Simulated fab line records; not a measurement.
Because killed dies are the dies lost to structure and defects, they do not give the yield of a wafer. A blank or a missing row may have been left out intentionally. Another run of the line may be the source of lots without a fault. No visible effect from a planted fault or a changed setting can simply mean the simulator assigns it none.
Check for tools in common    flow berkeley cmos170    Sampled: 14 lots, 42 wafers

== WHY IT WAS OPENED ==
UCB170_SDANNEAL_RS_MEAS_04, reading PLDD_RS: flagged on 2 of 14 lots. Wafers without a fault read 1030 ohm/sq, standard deviation 3.1.
Rule: a lot gets a flag if all its wafers with a number sit over 4 standard deviations from that mean, or if no wafer of it has a number. All remaining lots are regarded as sound.

lot   measured      on             PLDD_RS (ohm/sq), wafer by wafer  flag
L844  day 6 17:40   film metro-01  1034 1034 1033                    
L843  day 6 17:52   film metro-04  1035 1027 1028                    
L842  day 6 18:10   film metro-02  1027 1029 1028                    
L845  day 7 02:07   film metro-04  1033 1031 1034                    
L846  day 7 02:19   film metro-02  1028 1028 1027                    
L848  day 7 21:26   film metro-02  1028 1027 1029                    
L849  day 8 10:13   film metro-04  1034 1033 1033                    
L853  day 8 19:21   film metro-02  1027 1028 1029                    
L851  day 8 19:45   film metro-01  1033 1035 1032                    
L850  day 8 19:55   film metro-02  1030 1029 1031                    
L854  day 9 14:36   film metro-01  1030 1032 1031                    
L861  day 10 23:07  film metro-04  949 946 948                       FLAGGED
L860  day 10 23:31  film metro-02  1027 1029 1032                    
L862  day 11 06:10  film metro-01  956 957 957                       FLAGGED
On average the flagged lots' numbers are 952 ohm/sq, which is -78 ohm/sq against the usual, or -25 standard deviations.

== EACH LOT AND THE TOOL IT RAN ON ==
The record holds 2 process steps before the reading, out of a route of 331 steps. Each cell gives the tool, then ch followed by the chambers the sampled wafers passed through, then the start.
lot   flag     UCB170_PLDD_IMPLANT_08           UCB170_PLDD_STRIP_10
L844           implanter-02 ch 0, day 6 02:43   plasma asher-04 ch 0,1, day 6 02:59
L843           implanter-02 ch 0, day 6 03:22   plasma asher-04 ch 0, day 6 03:38
L842           implanter-03 ch 0, day 6 03:04   plasma asher-03 ch 0,1, day 6 03:22
L845           implanter-03 ch 0, day 6 13:36   plasma asher-04 ch 0,1, day 6 13:52
L846           implanter-02 ch 0, day 6 13:50   plasma asher-03 ch 0,1, day 6 14:05
L848           implanter-03 ch 0, day 7 09:17   plasma asher-04 ch 0,1, day 7 09:33
L849           implanter-03 ch 0, day 7 22:45   plasma asher-03 ch 0,1, day 7 23:03
L853           implanter-03 ch 0, day 8 08:08   plasma asher-03 ch 0,1, day 8 08:26
L851           implanter-02 ch 0, day 8 07:58   plasma asher-04 ch 0,1, day 8 08:14
L850           implanter-01 ch 0, day 8 08:16   plasma asher-01 ch 0,1, day 8 08:34
L854           implanter-03 ch 0, day 8 23:27   plasma asher-03 ch 0,1, day 8 23:45
L861  FLAGGED  implanter-03 ch 0, day 10 11:07  plasma asher-01 ch 0,1, day 10 11:24
L860           implanter-02 ch 0, day 10 11:00  plasma asher-03 ch 0,1, day 10 11:17
L862  FLAGGED  implanter-03 ch 0, day 10 19:08  plasma asher-04 ch 0,1, day 10 19:26
What these steps do:
- UCB170_PLDD_IMPLANT_08
- UCB170_PLDD_STRIP_10: strips in O2.
- UCB170_SDANNEAL_RS_MEAS_04: measures by four-point-probe.

== FLAGGED AGAINST TOTAL, ONE TOOL AT A TIME (gauges that did the reading follow at the end) ==
step                        tool             lots run  flagged  share of the flagged lots  sound lots run after its first flagged lot
UCB170_PLDD_IMPLANT_08      implanter-01     1         0        none                       -
UCB170_PLDD_IMPLANT_08      implanter-02     5         0        none                       -
UCB170_PLDD_IMPLANT_08      implanter-03     8         2        all                        0
UCB170_PLDD_STRIP_10        plasma asher-01  2         1        some                       0
UCB170_PLDD_STRIP_10        plasma asher-03  6         0        none                       -
UCB170_PLDD_STRIP_10        plasma asher-04  6         1        some                       0
UCB170_SDANNEAL_RS_MEAS_04  film metro-01    4         1        some                       0
UCB170_SDANNEAL_RS_MEAS_04  film metro-02    6         0        none                       -
UCB170_SDANNEAL_RS_MEAS_04  film metro-04    4         1        some                       0

== WHAT IS ALLOWED BY THE TABLE ==
In the table, 1 row covers all flagged lots: implanter-03 at UCB170_PLDD_IMPLANT_08.
- implanter-03 at UCB170_PLDD_IMPLANT_08: 2 of its 8 lots flagged. Last sound lot L854 at day 8 23:27, first flagged lot L861 at day 10 11:07; a fault beginning in between fits. Its own readings lie more than 4 standard deviations out on every wafer of the flagged lots: beam on s, end station pressure torr, faraday current uA.
One tool is left: implanter-03 at UCB170_PLDD_IMPLANT_08.

== WHAT THE SIMULATOR PUT IN ==
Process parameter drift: implanter-03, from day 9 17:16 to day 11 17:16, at UCB170_PLDD_IMPLANT_08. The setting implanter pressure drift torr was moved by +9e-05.
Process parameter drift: implanter-03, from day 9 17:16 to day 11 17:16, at UCB170_PLDD_IMPLANT_08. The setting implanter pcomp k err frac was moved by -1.
Struck lots among those shown: L861, L862. The rule above found the same.
